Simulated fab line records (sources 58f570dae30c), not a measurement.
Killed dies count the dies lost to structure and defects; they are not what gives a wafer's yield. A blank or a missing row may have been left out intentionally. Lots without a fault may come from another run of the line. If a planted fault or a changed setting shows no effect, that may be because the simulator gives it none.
Struck lot and sound lot, side by side -- flow berkeley cmos170 -- 14 out of 331 route steps
Sound: these wafers, L656.1, L656.2, L656.5. The struck wafers were L660.2, L660.3, L660.6. The cause is given at the end.
At each step with rows: each side's tool, then ch and its chambers, then its first start. Under that, the readings that differ: sound wafers -- struck wafers -- difference of the means -- sigmas: that difference in standard deviations of wafers without a fault.
alike: a reading whose means differ by less than 2 such deviations, as well as words and numbers matching on both sides. not compared: withheld readings; readings where some wafer has no value; bounds like >300 that might hide an equal value; numbers whose values overlap and for which the record gives no deviation.
A row with sigmas, a row that says differs or no value, or rows on one side alone: a step with any of these is where the two part. Numbers that have no deviation but don't overlap get no sigmas and don't part them. A reading missing from all wafers of one side parts the sides only when that side holds two or more wafers.

first, 2 steps without rows for these wafers: UCB170_GATE_ANNEAL_03 (time 1800 s); UCB170_GATE_CVD_04 (deposits poly-Si from SiH4, time 1440 s, target thk 214 nm).
UCB170_GATE_THK_MEAS_05:
  sound: film metro-02 at day 7 12:48; struck: film metro-01 at day 8 16:15
  alike: GATE_POLY_THK
then, 6 steps without rows for these wafers: UCB170_GATE_COAT_06; UCB170_GATE_COAT_07 (resist thk 900 nm); UCB170_GATE_SOFTBAKE_08 (time 60 s); UCB170_GATE_EXPOSE_09 (exposes mask POLY, target cd 350 nm); UCB170_GATE_PEB_10; UCB170_GATE_DEVELOP_11 (develop time 45 s).
UCB170_GATE_CD_MEAS_12: target cd 350 nm.
  sound: cd sem-02 at day 7 14:22; struck: cd sem-02 at day 8 17:10
  alike: cd nm
UCB170_GATE_OVL_MEAS_13:
  sound: overlay-01 at day 7 14:29; struck: overlay-01 at day 8 17:16
  alike: GATE_OVL
UCB170_GATE_ETCH_14: etches BARC in N2/H2.
  sound on rie diel-01 ch 1,3, day 7 14:32; struck on rie diel-03 ch 0,1,3, day 8 17:18
  alike: bias w, drypump motor current A, oes product au, throttle valve pct
UCB170_GATE_ETCH_15: etches poly-Si in HBr/Cl2, stops on SiO2, time 56.3 s, target depth 278.2 nm.
  sound on rie si-02 ch 1,2, day 7 14:34; struck on rie si-02 ch 2,3, day 8 17:20
reading,sound,struck,difference,sigmas
bias w (W),150.4 149.7 149.8,175.4 175.9 175.5,+25.6,+57
model.KrF_of_GATE_COAT_07.thk nm (nm),779.2 780 776.4,772 772.4 773.8,-6,
  alike: drypump motor current A, he backside leak sccm, mfc cl2 sccm, oes product au, throttle valve pct
  not compared: rf hours counter h
UCB170_GATE_STRIP_16: strips in O2.
  sound on plasma asher-01 ch 0,1, day 7 14:37; struck on plasma asher-01 ch 0,1, day 8 17:23
  alike: drypump motor current A, oes product au
  not compared: rf hours counter h

WHERE THEY PART
Only at UCB170_GATE_ETCH_15, as far as this record shows. Later steps at which nothing parts them and some readings are alike: UCB170_GATE_STRIP_16.

WHY: the cause the simulator had injected
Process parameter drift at UCB170_GATE_ETCH_15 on rie si-02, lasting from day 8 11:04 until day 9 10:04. The setting bias w was moved by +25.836, starting from 150.
